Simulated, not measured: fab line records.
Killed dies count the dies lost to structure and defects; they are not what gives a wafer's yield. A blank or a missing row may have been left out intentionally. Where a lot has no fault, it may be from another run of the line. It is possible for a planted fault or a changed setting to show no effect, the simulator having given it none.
Lot-split experiment | flow berkeley_cmos170 | 23 wafers read from 5 lots, route of 331 steps

== SPLIT DETAILS ==
At UCB170_M2_SPUTTER_01 (material Al, target thk 900 nm, time 120 s), the setting power_w was moved away from the recipe's 6000 W on 7 of the 23 wafers read, by -4.6% to +8.2%. This setting was run at the recipe's value on the other wafers.

== THE PATH FROM SPLIT TO READING: the file shows 1 step between them ==
- UCB170_M2_RS_MEAS_02: measures by four-point-probe

== THE READING ==
M2_AL_THK, in nm, at UCB170_M2_THK_MEAS_03 (measures by xrf). A value of 918 nm with a standard deviation of 13 nm is what fault-free wafers of this fab line usually give.

wafer  | tool, chamber at the split | power_w as run, W | against the recipe | M2_AL_THK, nm | against lot-mates on the recipe
L075.1 | pvd_sputter-02, -          | 6000              | recipe             | 917           | -
L075.3 | pvd_sputter-02, -          | 5808              | -3.2%              | 905           | -12
L075.4 | pvd_sputter-02, -          | 5808              | -3.2%              | 894           | -23
L075.5 | pvd_sputter-02, -          | 6000              | recipe             | 922           | -
L075.6 | pvd_sputter-02, -          | 6000              | recipe             | 911           | -
L078.4 | pvd_sputter-02, -          | 6000              | recipe             | 926           | -
L078.5 | pvd_sputter-02, -          | 6000              | recipe             | 915           | -
L078.6 | pvd_sputter-02, -          | 6000              | recipe             | 908           | -
L079.1 | pvd_sputter-01, -          | 6000              | recipe             | 897           | -
L079.3 | pvd_sputter-01, -          | 6000              | recipe             | 905           | -
L079.4 | pvd_sputter-01, -          | 6000              | recipe             | 913           | -
L079.5 | pvd_sputter-01, -          | 6000              | recipe             | 899           | -
L079.6 | pvd_sputter-01, -          | 6000              | recipe             | 905           | -
L080.1 | pvd_sputter-03, -          | 6000              | recipe             | 927           | -
L080.2 | pvd_sputter-03, -          | 6000              | recipe             | 918           | -
L080.3 | pvd_sputter-03, -          | 6000              | recipe             | 927           | -
L080.4 | pvd_sputter-03, -          | 6491              | +8.2%              | 1007          | +83
L080.6 | pvd_sputter-03, -          | 6491              | +8.2%              | 1004          | +80
L083.1 | pvd_sputter-01, -          | 5722              | -4.6%              | 868           | -38
L083.2 | pvd_sputter-01, -          | 6000              | recipe             | 905           | -
L083.3 | pvd_sputter-01, -          | 6000              | recipe             | 907           | -
L083.4 | pvd_sputter-01, -          | 5722              | -4.6%              | 882           | -24
L083.5 | pvd_sputter-01, -          | 5722              | -4.6%              | 872           | -34

THE FIT
A straight line over all 23 wafers: M2_AL_THK changes by +9.85 nm for each +1% of power_w; r = +0.95; the points scatter about the line by 11 nm.
The same after taking each lot's own level away (the mean of its wafers on the recipe; 23 wafers): +8.68 nm for each +1%; r = +0.97; scatter 7.1 nm.
According to that fit, moving power_w by its largest amount changes the reading by 71 nm.
From 903.8 to 924.0 nm: that is the span of the lots' own levels, equal to 1.6 times the standard deviation above.
In other words, the slope is changed by the lot-to-lot level; the two fits disagree.
Check: +68.8 nm against its lot-mates is what the line predicts for one of the wafers moved furthest among these (+8.2%) when that wafer is left out of the fit. It came out at +83 nm against them.

== ADDITIONAL SPLITS CARRIED BY THESE WAFERS ==
Other splits were also applied to these wafers ahead of the reading. Each is held against what the fit with the lots' levels taken away leaves over:
other split on the same wafers     | wafers away from the commonest value | r with M2_AL_THK (lot level and that fit taken away)
UCB170_SILICIDE_SPUTTER_01 power_w | 4                                    | +0.28
UCB170_M1_SPUTTER_00 power_w       | 7                                    | -0.06
UCB170_M1_PEB_07 peb_temp_c        | 7                                    | +0.24
UCB170_M1_METAL_ETCH_12 icp_w      | 7                                    | -0.12

== THE WHOLE CHAIN: every reading that the file lists as answering this split, in the file's order ==
step                    | what it does                                                           | reading                                                                     | change (the file's fit)               | r (the file's)
UCB170_M2_SPUTTER_01    | material Al, target thk 900 nm, time 120 s                             | Al_of_M2_SPUTTER_01.thk_nm (the simulator's own value, which no gauge read) | +8.83 nm for each +1% of the setting  | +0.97
UCB170_M2_RS_MEAS_02    | measures by four-point-probe                                           | M2_AL_RS                                                                    | -0.000304 for each +1% of the setting | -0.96
UCB170_M2_THK_MEAS_03   | measures by xrf                                                        | M2_AL_THK                                                                   | +8.8 for each +1% of the setting      | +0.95
UCB170_M2_METAL_ETCH_18 | etches Al in Cl2/BCl3, stops on SiO2, target depth 1170 nm, time 195 s | M2.feature_depth_nm (the simulator's own value, which no gauge read)        | +7 nm for each +1% of the setting     | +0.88

== THE FILE'S OWN FIT ==
M2_AL_THK changes by +8.8 nm for each +1% of power_w, r = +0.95.
